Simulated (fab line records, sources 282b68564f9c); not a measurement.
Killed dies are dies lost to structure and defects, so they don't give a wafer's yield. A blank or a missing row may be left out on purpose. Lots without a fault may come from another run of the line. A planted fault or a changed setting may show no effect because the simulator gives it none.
Which tool did it? | flow rit_cmos | 14 lots, 42 wafers sampled, at 3 steps of a route of 202

WHAT THE GAUGES READ, wafer by wafer
RIT_CONTACT_CD_MEAS_90: target cd 1000 nm. Usual: cd_nm 999.8 nm, standard deviation 1.9.
lot  | measured    | on        | cd_nm (nm)           | flag
L200 | day 3 09:09 | cd_sem-01 | 999.8 999.2 998.2    |
L202 | day 3 16:07 | cd_sem-02 | 1003.4 1000.2 999.8  |
L203 | day 4 03:35 | cd_sem-01 | 1000.8 1000.4 998.3  |
L204 | day 4 09:41 | cd_sem-01 | 1003.9 1002.8 1002.8 |
L205 | day 4 17:12 | cd_sem-02 | 998.6 999.6 999.2    |
L207 | day 5 00:42 | cd_sem-02 | 1002.8 1002.3 1003.3 |
L209 | day 5 10:44 | cd_sem-02 | 1000.1 1000.3 997.7  |
L210 | day 5 14:28 | cd_sem-02 | 1001.2 1000.2 998.2  |
L211 | day 5 22:11 | cd_sem-02 | 998.6 1000.6 998.9   |
L213 | day 6 03:30 | cd_sem-02 | 997.3 997.0 999.1    |
L215 | day 6 10:56 | cd_sem-01 | 1000.9 1001.4 1002.4 |
L216 | day 6 17:46 | cd_sem-02 | 999.7 999.5 1000.4   |
L218 | day 7 03:25 | cd_sem-02 | 1000.5 997.1 1001.3  |
L221 | day 7 22:20 | cd_sem-02 | 999.6 999.0 999.3    |

WHICH TOOL RAN EACH LOT (tool, then ch and the chambers of the sampled wafers, then the start)
lot  | RIT_PRETRO_STRIP_09                 | RIT_NSD_STRIP_09
L200 | plasma_asher-02 ch 0,1, day 2 10:26 | plasma_asher-01 ch 0,1, day 3 04:03
L202 | plasma_asher-01 ch 0,1, day 2 18:19 | plasma_asher-01 ch 0,1, day 3 11:09
L203 | plasma_asher-01 ch 0,1, day 3 00:04 | plasma_asher-02 ch 0,1, day 3 22:47
L204 | plasma_asher-01 ch 0,1, day 3 06:10 | plasma_asher-03 ch 0,1, day 4 04:22
L205 | plasma_asher-02 ch 0,1, day 3 14:26 | plasma_asher-01 ch 1, day 4 12:05
L207 | plasma_asher-02 ch 0,1, day 3 23:20 | plasma_asher-03 ch 0,1, day 4 19:25
L209 | plasma_asher-03 ch 0,1, day 4 12:47 | plasma_asher-02 ch 0,1, day 5 05:45
L210 | plasma_asher-03 ch 0,1, day 4 15:38 | plasma_asher-03 ch 0,1, day 5 09:15
L211 | plasma_asher-02 ch 0,1, day 4 21:04 | plasma_asher-01 ch 0,1, day 5 17:17
L213 | plasma_asher-03 ch 0,1, day 5 05:30 | plasma_asher-01 ch 0,1, day 5 22:22
L215 | plasma_asher-03 ch 1, day 5 12:20   | plasma_asher-01 ch 0,1, day 6 05:40
L216 | plasma_asher-02 ch 0, day 5 19:55   | plasma_asher-03 ch 0,1, day 6 12:43
L218 | plasma_asher-02 ch 0,1, day 6 05:40 | plasma_asher-03 ch 0,1, day 6 22:32
L221 | plasma_asher-03 ch 0,1, day 6 19:01 | plasma_asher-03 ch 0,1, day 7 17:14
- RIT_PRETRO_STRIP_09: strips in O2, time 180 s.
- RIT_NSD_STRIP_09: strips in O2, time 180 s.

WHAT THE TOOLS THEMSELVES READ (means of the sampled wafers that have a number; where no wafer has one, the mark that the record gives instead)
RIT_PRETRO_STRIP_09. Usual: drypump_motor_current_A 5.56 A, standard deviation 0.28; o2_flow_sccm 4000 sccm, standard deviation 12.
lot  | tool            | drypump_motor_current_A (A) | o2_flow_sccm (sccm) | flag
L200 | plasma_asher-02 | 5.49                        | 4001                |
L202 | plasma_asher-01 | 5.71                        | 4001                |
L203 | plasma_asher-01 | 5.91                        | 3999                |
L204 | plasma_asher-01 | 5.89                        | 4012                |
L205 | plasma_asher-02 | 5.32                        | 4011                |
L207 | plasma_asher-02 | 5.48                        | 3994                |
L209 | plasma_asher-03 | 5.60                        | 4000                |
L210 | plasma_asher-03 | 5.61                        | 4004                |
L211 | plasma_asher-02 | 5.32                        | 4005                |
L213 | plasma_asher-03 | 5.60                        | 3997                |
L215 | plasma_asher-03 | 5.64                        | 3999                |
L216 | plasma_asher-02 | 5.13                        | 3992                |
L218 | plasma_asher-02 | 5.50                        | 3989                |
L221 | plasma_asher-03 | 5.58                        | 4016                |

RIT_NSD_STRIP_09. Usual: drypump_motor_current_A 5.64 A, standard deviation 0.28; o2_flow_sccm 4001 sccm, standard deviation 11.
lot  | tool            | drypump_motor_current_A (A) | o2_flow_sccm (sccm) | flag
L200 | plasma_asher-01 | 5.72                        | 4002                |
L202 | plasma_asher-01 | 5.88                        | 4001                |
L203 | plasma_asher-02 | 5.50                        | 4001                |
L204 | plasma_asher-03 | 5.57                        | 4003                |
L205 | plasma_asher-01 | 6.04                        | 3998                |
L207 | plasma_asher-03 | 5.56                        | 4004                |
L209 | plasma_asher-02 | 5.49                        | 4009                |
L210 | plasma_asher-03 | 5.62                        | 3993                |
L211 | plasma_asher-01 | 5.90                        | 4002                |
L213 | plasma_asher-01 | 5.89                        | 3997                |
L215 | plasma_asher-01 | 5.88                        | 3987                |
L216 | plasma_asher-03 | 5.57                        | 4005                |
L218 | plasma_asher-03 | 5.60                        | 4012                |
L221 | plasma_asher-03 | 5.61                        | 4000                |

THE ANSWER, worked out from the rows above alone
Rule: a lot is off if the mean of its wafers that have a number lies more than 3 standard deviations from the usual mean. A lot without any number at a reading at which 4 lots or more have one is off too. The other lots that the step has rows for count as sound. The gauges are gone through in route order, then the tools' own readings, and for those a lot's mean is taken as printed above. The first step at which some lot is off is used, and at that step the reading that is off furthest; a lot without a number counts as furthest.
No lot is off at any reading shown: from this, nothing can be told.

WHAT THE SIMULATOR HAD PUT IN
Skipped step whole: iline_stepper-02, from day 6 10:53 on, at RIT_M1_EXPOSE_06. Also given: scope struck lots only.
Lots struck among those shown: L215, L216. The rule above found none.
